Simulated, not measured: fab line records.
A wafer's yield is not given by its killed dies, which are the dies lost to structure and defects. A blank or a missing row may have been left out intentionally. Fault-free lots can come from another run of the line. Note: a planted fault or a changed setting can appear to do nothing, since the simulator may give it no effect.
Comparing a struck lot with a sound one || flow rit_cmos || 44 steps out of a route of 202
Sound: these wafers, L184.3, L184.4, L184.5. Wafers struck: L191.1, L191.2, L191.3. Last of all comes the cause.
For every step that has rows: the tool of each side, followed by ch and its chambers, followed by its first start. Under that, the readings that differ: sound wafers || struck wafers || difference of the means || sigmas: that difference in standard deviations of wafers without a fault.
alike: words and numbers the same on both sides, and readings whose means are apart by under 2 such deviations; not compared: readings that were withheld, readings missing a value for some wafer, numbers with overlapping values and no deviation given by the record, and bounds like >300 which may hide the same value.
The two part at a step that has a row with sigmas, a row that says differs or no value, or rows on one side only. Numbers that have no deviation but don't overlap get no sigmas and don't part them. A reading missing from all wafers of one side parts the sides only when that side holds two or more wafers.

first, 2 steps without rows for these wafers: RIT_NLDD_HARDBAKE_07 (time 60 s); RIT_NLDD_IMPLANT_08.
RIT_NLDD_STRIP_09: strips in O2, time 180 s.
  sound on plasma_asher-04 ch 0,1, day 4 08:43; struck on plasma_asher-03 ch 0,1, day 5 16:38
  alike: drypump_motor_current_A
  not compared: rf_hours_counter_h
RIT_NLDD_TW_MEAS_10:
  sound on film_metro-02, day 4 08:52; struck on film_metro-01, day 5 16:49
  alike: NLDD_TW
then, 6 steps without rows for these wafers: RIT_PLDD_HMDS_00 (prime time 60 s); RIT_PLDD_COAT_01 (resist thk 1000 nm); RIT_PLDD_SOFTBAKE_02 (time 60 s); RIT_PLDD_EXPOSE_03 (exposes mask M8, target cd 40900 nm); RIT_PLDD_PEB_04; RIT_PLDD_DEVELOP_05 (develop time 50 s).
RIT_PLDD_OVL_MEAS_06:
  sound on overlay-02, day 4 09:53; struck on overlay-01, day 5 17:44
  alike: PLDD_OVL
then, 1 step without rows for these wafers: RIT_PLDD_HARDBAKE_07 (time 60 s).
RIT_PLDD_IMPLANT_08:
  sound on implanter-01 ch 0, day 4 10:07; struck on implanter-01 ch 0, day 5 18:14
RIT_PLDD_STRIP_09: strips in O2, time 180 s.
  sound on plasma_asher-02 ch 0,1, day 4 10:16; struck on plasma_asher-02 ch 0,1, day 5 18:23
  alike: drypump_motor_current_A
  not compared: rf_hours_counter_h
RIT_PLDD_TW_MEAS_10:
  sound on film_metro-01, day 4 10:24; struck on film_metro-02, day 5 18:38
{"reading": "PLDD_TW", "sound": "2380 2375 2378", "struck": "2782 2770 2780", "difference": "+400", "sigmas": "+36"}
then, 4 steps without rows for these wafers: RIT_SPACER_CLEAN_00 (cleans in SC1, time 600 s); RIT_SPACER_CLEAN_01 (cleans in dHF, time 30 s); RIT_SPACER_CLEAN_02 (cleans in SC2, time 600 s); RIT_SPACER_CVD_03 (deposits Si3N4 from SiH2Cl2/NH3, target thk 250 nm, time 3300 s).
RIT_SPACER_THK_MEAS_04:
  sound on film_metro-02, day 4 12:45; struck on film_metro-02, day 5 21:07
{"reading": "SPACER_NITRIDE_THK (nm)", "sound": "246.2 247.5 247.1", "struck": "254.2 253.5 255.0", "difference": "+7.3", "sigmas": "+3"}
RIT_SPACER_ETCHBACK_05: etches Si3N4 in SF6/CHF3, stops on SiO2, target depth 250 nm, time 240 s.
  sound on rie_diel-01 ch 0,1, day 4 12:47; struck on rie_diel-01 ch 1,2,3, day 5 21:10
  alike: drypump_motor_current_A, oes_product_au, throttle_valve_pct
  not compared: rf_hours_counter_h
then, 6 steps without rows for these wafers: RIT_NSD_HMDS_00 (prime time 60 s); RIT_NSD_COAT_01 (resist thk 1000 nm); RIT_NSD_SOFTBAKE_02 (time 60 s); RIT_NSD_EXPOSE_03 (exposes mask M9, target cd 40700 nm); RIT_NSD_PEB_04; RIT_NSD_DEVELOP_05 (develop time 50 s).
RIT_NSD_OVL_MEAS_06:
  sound on overlay-02, day 4 13:56; struck on overlay-02, day 5 22:41
  alike: NSD_OVL
then, 2 steps without rows for these wafers: RIT_NSD_HARDBAKE_07 (time 60 s); RIT_NSD_IMPLANT_08.
RIT_NSD_STRIP_09: strips in O2, time 180 s.
  sound on plasma_asher-02 ch 0,1, day 4 14:19; struck on plasma_asher-04 ch 0,1, day 5 23:02
  alike: drypump_motor_current_A
  not compared: rf_hours_counter_h
RIT_NSD_TW_MEAS_10:
  sound on film_metro-01, day 4 14:28; struck on film_metro-02, day 5 23:13
  alike: NSD_TW
then, 6 steps without rows for these wafers: RIT_PSD_HMDS_00 (prime time 60 s); RIT_PSD_COAT_01 (resist thk 1000 nm); RIT_PSD_SOFTBAKE_02 (time 60 s); RIT_PSD_EXPOSE_03 (exposes mask M10, target cd 40900 nm); RIT_PSD_PEB_04; RIT_PSD_DEVELOP_05 (develop time 50 s).
RIT_PSD_OVL_MEAS_06:
  sound on overlay-02, day 4 15:41; struck on overlay-02, day 6 00:38
{"reading": "PSD_OVL (nm)", "sound": "0.7 3.1 2.7", "struck": "-0.8 -2.6 -1.1", "difference": -3.7, "sigmas": -3}
then, 2 steps without rows for these wafers: RIT_PSD_HARDBAKE_07 (time 60 s); RIT_PSD_IMPLANT_08.
RIT_PSD_STRIP_09: strips in O2, time 180 s.
  sound on plasma_asher-04 ch 0,1, day 4 16:05; struck on plasma_asher-01 ch 0,1, day 6 00:58
  alike: drypump_motor_current_A
  not compared: rf_hours_counter_h
RIT_SDANNEAL_RS_MEAS_06: the measuring method here is four-point-probe.
  sound on film_metro-01, day 4 16:58; struck on film_metro-01, day 6 02:09
{"reading": "PLDD_RS (ohm/sq)", "sound": "178.5 178.7 178.4", "struck": "152.0 152.3 152.4", "difference": -26.3, "sigmas": -49}
RIT_M1_PROBE_99:
  only the struck wafers here have rows in the record (prober-02, day 6 10:04); the sound ones have none

## WHERE THEY PART
Last at RIT_M1_PROBE_99 as far as this record goes, first at RIT_PLDD_TW_MEAS_10.

WHY: whatever the simulator had introduced
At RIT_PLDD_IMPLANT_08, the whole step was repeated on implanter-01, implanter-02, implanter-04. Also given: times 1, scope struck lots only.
